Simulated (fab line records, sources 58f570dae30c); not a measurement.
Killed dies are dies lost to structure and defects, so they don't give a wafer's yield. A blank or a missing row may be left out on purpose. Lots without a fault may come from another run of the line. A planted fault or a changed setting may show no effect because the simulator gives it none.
Which tool did it? | flow berkeley_cmos170 | 7 lots, 21 wafers sampled, at 3 steps of a route of 331

WHAT THE GAUGES READ, wafer by wafer
UCB170_NLDD_CD_MEAS_06: target cd 1200 nm.
lot  | measured     | on        | cd_nm (nm)
L456 | day 6 15:46  | cd_sem-02 | 1198.1 1197.0 1198.1
L458 | day 6 22:08  | cd_sem-02 | 1198.9 1200.4 1199.7
L461 | day 7 06:47  | cd_sem-01 | 1203.1 1200.4 1200.8
L463 | day 7 23:07  | cd_sem-01 | 1201.4 1200.3 1199.4
L469 | day 8 22:13  | cd_sem-02 | 1201.2 1203.0 1202.5
L471 | day 9 05:05  | cd_sem-01 | 1200.0 1199.7 1199.8
L476 | day 10 08:08 | cd_sem-01 | 1197.7 1199.2 1199.3

WHICH TOOL RAN EACH LOT (tool, then ch and the chambers of the sampled wafers, then the start)
lot  | UCB170_GATE_STRIP_16                 | UCB170_PLDD_STRIP_10
L456 | plasma_asher-04 ch 0,1, day 6 12:35  | plasma_asher-03 ch 0,1, day 6 14:17
L458 | plasma_asher-02 ch 0,1, day 6 15:31  | plasma_asher-02 ch 0,1, day 6 17:28
L461 | plasma_asher-01 ch 0,1, day 7 03:02  | plasma_asher-02 ch 0,1, day 7 04:58
L463 | plasma_asher-01 ch 0,1, day 7 20:06  | plasma_asher-02 ch 0,1, day 7 21:55
L469 | plasma_asher-04 ch 0,1, day 8 18:34  | plasma_asher-03 ch 0,1, day 8 20:59
L471 | plasma_asher-04 ch 0,1, day 8 23:23  | plasma_asher-03 ch 0,1, day 9 03:33
L476 | plasma_asher-01 ch 0,1, day 10 04:43 | plasma_asher-02 ch 1, day 10 06:32
- UCB170_GATE_STRIP_16: strips in O2.
- UCB170_PLDD_STRIP_10: strips in O2.

THE ANSWER, worked out from the rows above alone
Rule: what is usual is taken from the lots themselves. Put in order of their means at a reading, lots are off if they are a third of the lots or fewer, leave a main group of 4 or more, and stand apart from it by a gap of 3 or more times the standard deviation of the main group's means; of several such gaps the widest counts. A main group whose means are all the same, to the digits that the tables above print for the reading, isn't used. A lot without any number at a reading at which 4 lots or more have one is off too. The other lots that the step has rows for count as sound.
No lot is off at any reading shown: from this, nothing can be told.

WHAT THE SIMULATOR HAD PUT IN
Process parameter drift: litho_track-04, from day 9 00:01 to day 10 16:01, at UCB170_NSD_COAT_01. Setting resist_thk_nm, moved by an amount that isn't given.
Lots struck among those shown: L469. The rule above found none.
